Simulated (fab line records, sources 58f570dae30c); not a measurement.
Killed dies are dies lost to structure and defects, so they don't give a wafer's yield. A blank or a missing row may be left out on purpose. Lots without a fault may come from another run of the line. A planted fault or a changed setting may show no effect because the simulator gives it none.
One fault seen from 2 desks | flow berkeley_cmos170 | each desk has only its own numbers; what lay behind them comes last

THE METROLOGY DESK
What the gauges read, lot by lot, whatever tool the lot ran on: means of the sampled wafers that have a number. A lot is out of limits, marked OUT, if its mean lies more than 4 standard deviations from the usual mean; the brackets give that distance.
Columns: A = cd_nm at UCB170_M2_CD_MEAS_15, usual 699.8 nm
lot  | first seen here | A
L791 | day 8 11:50     | 702.0
L788 | day 8 12:41     | 700.0
L789 | day 8 12:57     | 700.5
L792 | day 8 20:44     | 699.4
L793 | day 9 06:17     | 702.2
L796 | day 9 08:04     | 700.2
L794 | day 9 08:35     | 699.0
L799 | day 10 07:33    | 700.4
L802 | day 11 00:51    | 670.3 (-25) OUT
L805 | day 11 01:26    | 676.5 (-19) OUT
L807 | day 12 06:33    | 698.9
L808 | day 12 06:35    | 698.4
L809 | day 12 06:51    | 698.7
L811 | day 12 15:23    | 700.5
This desk's finding: out of limits on L802, L805; first on L802, day 11 00:51 (cd_nm at UCB170_M2_CD_MEAS_15). In limits: L791, L788, L789, L792, L793, L796, L794, L799, L807, L808, L809, L811.

THE TOOL OWNER'S DESK: litho_track-04
The tool's own readings at UCB170_M2_PEB_13: means of the sampled wafers that have a number, for each lot that ran on this tool. A lot is out of limits, marked OUT, if its mean lies more than 4 standard deviations from the usual mean; the brackets give that distance.
Columns: A = heater_power_total_W at UCB170_M2_PEB_13, usual 56.80 W; B = plate_temp_C at UCB170_M2_PEB_13, usual 129.99 C
lot  | first seen here | A               | B
L788 | day 8 12:25     | 56.83           | 130.05
L793 | day 9 06:01     | 56.80           | 130.06
L794 | day 9 08:19     | 56.80           | 130.00
L799 | day 10 07:16    | 56.74           | 129.90
L802 | day 11 00:35    | 60.77 (+90) OUT | 136.74 (+52) OUT
L805 | day 11 01:11    | 60.74 (+89) OUT | 136.81 (+52) OUT
This desk's finding: out of limits on L802, L805; first on L802, day 11 00:35 (heater_power_total_W at UCB170_M2_PEB_13). In limits: L788, L793, L794, L799.

PUT TOGETHER
The tool owner's desk could have raised an alarm at day 11 00:35, on L802, L805.
The metrology desk could have raised an alarm at day 11 00:51, on L802, L805.
Of the lots named, all ran UCB170_M2_PEB_13 on litho_track-04.

WHAT THE SIMULATOR HAD PUT IN
Process parameter drift: litho_track-04, from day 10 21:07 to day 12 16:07, at UCB170_M2_PEB_13. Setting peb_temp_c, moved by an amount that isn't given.
Lots struck among those shown: L802, L805.
Hours from the fault's start to each desk's first reading out of limits: the tool owner's desk, 3; the metrology desk, 4.
